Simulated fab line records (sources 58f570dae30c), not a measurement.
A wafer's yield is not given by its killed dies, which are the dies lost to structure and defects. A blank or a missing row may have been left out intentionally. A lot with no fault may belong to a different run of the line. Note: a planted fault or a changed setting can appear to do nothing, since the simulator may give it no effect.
Which tool is to blame? + flow berkeley_cmos170 + 13 lots with 39 wafers sampled at 4 steps, on a route of 331 steps

## WHAT THE GAUGES READ, wafer by wafer
UCB170_NWELL_THK_MEAS_05. Usual: NWELL_NITRIDE_THK gives 224.2 nm (standard deviation 1.8).
| lot  | measured    | on            | NWELL_NITRIDE_THK (nm) | flag |
|------|-------------|---------------|------------------------|------|
| L447 | day 2 08:36 | film_metro-01 | 222.2 223.3 221.6      |      |
| L448 | day 2 13:28 | film_metro-03 | 221.5 221.1 221.6      |      |
| L449 | day 2 17:17 | film_metro-03 | 222.2 221.8 222.7      |      |
| L450 | day 2 22:20 | film_metro-01 | 224.0 223.1 221.7      |      |
| L451 | day 2 22:20 | film_metro-02 | 224.4 224.7 223.0      |      |
| L452 | day 3 02:06 | film_metro-03 | 225.7 225.0 227.2      |      |
| L463 | day 5 18:19 | film_metro-02 | 222.7 222.6 223.2      |      |
| L465 | day 6 04:25 | film_metro-02 | 226.6 224.3 224.6      |      |
| L466 | day 6 12:51 | film_metro-03 | 225.4 226.2 222.3      |      |
| L467 | day 6 12:52 | film_metro-02 | 222.1 222.9 220.8      |      |
| L468 | day 6 22:45 | film_metro-03 | 223.7 223.4 224.5      |      |
| L469 | day 6 22:49 | film_metro-03 | 225.7 222.6 222.3      |      |
| L470 | day 7 07:59 | film_metro-02 | 226.3 223.8 226.0      |      |

UCB170_GATE_THK_MEAS_02. Usual: GATE_OXIDE_THK gives 6.56 nm (standard deviation 0.13).
| lot  | measured     | on            | GATE_OXIDE_THK (nm)           | flag |
|------|--------------|---------------|-------------------------------|------|
| L447 | day 6 09:30  | film_metro-04 | 6.44 6.35 6.41                |      |
| L448 | day 6 09:31  | film_metro-03 | 6.60 6.66 6.59                |      |
| L449 | day 6 22:29  | film_metro-04 | 7.71 7.41 6.81 7.65 7.49 6.82 | OFF  |
| L450 | day 6 22:25  | film_metro-04 | 7.92 8.25 8.18 7.96 8.19 8.22 | OFF  |
| L451 | day 6 22:25  | film_metro-03 | 7.94 8.17 8.06 7.96 8.09 8.00 | OFF  |
| L452 | day 6 22:25  | film_metro-01 | 7.58 6.86 6.75 7.57 6.88 6.80 | OFF  |
| L463 | day 9 09:45  | film_metro-03 | 6.53 6.51 6.53                |      |
| L465 | day 9 09:45  | film_metro-01 | 6.65 6.58 6.60                |      |
| L466 | day 10 01:47 | film_metro-03 | 6.64 6.62 6.50                |      |
| L467 | day 10 01:48 | film_metro-01 | 6.64 6.62 6.67                |      |
| L468 | day 10 11:58 | film_metro-01 | 6.72 6.71 6.74                |      |
| L469 | day 10 20:31 | film_metro-01 | 6.50 6.47 6.42                |      |
| L470 | day 11 00:51 | film_metro-04 | 6.43 6.40 6.50                |      |

## EACH LOT AND THE TOOL THAT RAN IT (in order: tool; ch and the chambers of the sampled wafers; start)
| lot  | UCB170_NWELL_ETCH_13              | UCB170_GATE_OXIDATION_01      |
|------|-----------------------------------|-------------------------------|
| L447 | rie_diel-03 ch 0,2, day 2 09:41   | furnace-04 ch 0, day 6 07:59  |
| L448 | rie_diel-03 ch 0,1,2, day 2 14:46 | furnace-04 ch 0, day 6 07:59  |
| L449 | rie_diel-02 ch 0,2,3, day 2 18:17 | furnace-04 ch 0, day 6 20:55  |
| L450 | rie_diel-02 ch 0,1,3, day 2 23:23 | furnace-04 ch 0, day 6 20:55  |
| L451 | rie_diel-03 ch 0,2,3, day 3 00:04 | furnace-04 ch 0, day 6 20:55  |
| L452 | rie_diel-01 ch 0,1,3, day 3 03:10 | furnace-04 ch 0, day 6 20:55  |
| L463 | rie_diel-03 ch 1,3, day 5 19:49   | furnace-03 ch 0, day 9 08:15  |
| L465 | rie_diel-02 ch 1,3, day 6 05:28   | furnace-03 ch 0, day 9 08:15  |
| L466 | rie_diel-03 ch 0,1, day 6 14:09   | furnace-01 ch 0, day 10 00:17 |
| L467 | rie_diel-01 ch 0,3, day 6 14:23   | furnace-01 ch 0, day 10 00:17 |
| L468 | rie_diel-03 ch 2,3, day 6 23:41   | furnace-01 ch 0, day 10 10:28 |
| L469 | rie_diel-01 ch 2,3, day 6 23:56   | furnace-04 ch 0, day 10 19:01 |
| L470 | rie_diel-01 ch 0,1,3, day 7 11:35 | furnace-04 ch 0, day 10 23:21 |
- UCB170_NWELL_ETCH_13: etches Si3N4 in CH3F/Ar/O2, stops on SiO2, target depth 246.4 nm, time 154 s.
- UCB170_GATE_OXIDATION_01: target thk 6.6 nm, ox time 1800 s.

## WHAT THE TOOLS THEMSELVES READ (means of the sampled wafers that have a number; where no wafer has one, the mark that the record gives instead)
UCB170_NWELL_ETCH_13. Usual: drypump_motor_current_A 5.3 A, standard deviation 0.48; oes_product_au 0.935 a.u., standard deviation 0.017; throttle_valve_pct 8.03 %, standard deviation 0.13.
| lot  | tool        | drypump_motor_current_A (A) | oes_product_au (a.u.) | throttle_valve_pct (%) | flag |
|------|-------------|-----------------------------|-----------------------|------------------------|------|
| L447 | rie_diel-03 | 4.9                         | 0.936                 | 8.07                   |      |
| L448 | rie_diel-03 | 4.9                         | 0.939                 | 8.05                   |      |
| L449 | rie_diel-02 | 5.6                         | 0.921                 | 8.00                   |      |
| L450 | rie_diel-02 | 5.5                         | 0.939                 | 8.00                   |      |
| L451 | rie_diel-03 | 4.9                         | 0.927                 | 8.10                   |      |
| L452 | rie_diel-01 | 5.3                         | 0.924                 | 8.01                   |      |
| L463 | rie_diel-03 | 4.8                         | 0.946                 | 8.00                   |      |
| L465 | rie_diel-02 | 5.3                         | 0.945                 | 8.07                   |      |
| L466 | rie_diel-03 | 4.8                         | 0.952                 | 7.99                   |      |
| L467 | rie_diel-01 | 5.0                         | 0.921                 | 8.00                   |      |
| L468 | rie_diel-03 | 4.9                         | 0.933                 | 8.09                   |      |
| L469 | rie_diel-01 | 5.7                         | 0.927                 | 8.03                   |      |
| L470 | rie_diel-01 | 5.3                         | 0.926                 | 8.01                   |      |

UCB170_GATE_OXIDATION_01. Usual: spike_tc_centre_C 852.4 C, standard deviation 1.6; zone_power_centre_pct 35.4 %, standard deviation 2.
| lot  | tool       | spike_tc_centre_C (C) | zone_power_centre_pct (%) | flag |
|------|------------|-----------------------|---------------------------|------|
| L447 | furnace-04 | 851.7                 | 33.6                      |      |
| L448 | furnace-04 | 852.6                 | 34.1                      |      |
| L449 | furnace-04 | 878.8                 | 43.4                      | OFF  |
| L450 | furnace-04 | 879.0                 | 43.5                      | OFF  |
| L451 | furnace-04 | 878.5                 | 43.6                      | OFF  |
| L452 | furnace-04 | 879.7                 | 43.8                      | OFF  |
| L463 | furnace-03 | 852.7                 | 40.0                      |      |
| L465 | furnace-03 | 853.9                 | 39.8                      |      |
| L466 | furnace-01 | 854.6                 | 36.2                      |      |
| L467 | furnace-01 | 854.1                 | 36.0                      |      |
| L468 | furnace-01 | 853.5                 | 35.7                      |      |
| L469 | furnace-04 | 851.0                 | 34.0                      |      |
| L470 | furnace-04 | 850.6                 | 33.9                      |      |

## THE ANSWER, worked out from the rows above alone
Rule: lot off if the mean of its wafers having a number is beyond 3 standard deviations from the usual mean. A lot without any number at a reading at which 4 lots or more have one is off too. Where the step has rows for the other lots, those lots are counted as sound. The gauges are gone through in route order, then the tools' own readings, and for those a lot's mean is taken as printed above. The first step at which some lot is off is used, and at that step the reading that is off furthest; a lot without a number counts as furthest.
Off: L449, L450, L451, L452, seen at UCB170_GATE_THK_MEAS_02 (GATE_OXIDE_THK).
If a tool, at a process step before that reading, ran all the lots that are off and no sound lot after the first of them, it fits. Not tried: the gauges at UCB170_GATE_THK_MEAS_02; whatever is off there is also off at UCB170_GATE_OXIDATION_01, on other tools, and gauge error can't account for it. None of those tried fits.

## WHAT WAS PUT IN BY THE SIMULATOR
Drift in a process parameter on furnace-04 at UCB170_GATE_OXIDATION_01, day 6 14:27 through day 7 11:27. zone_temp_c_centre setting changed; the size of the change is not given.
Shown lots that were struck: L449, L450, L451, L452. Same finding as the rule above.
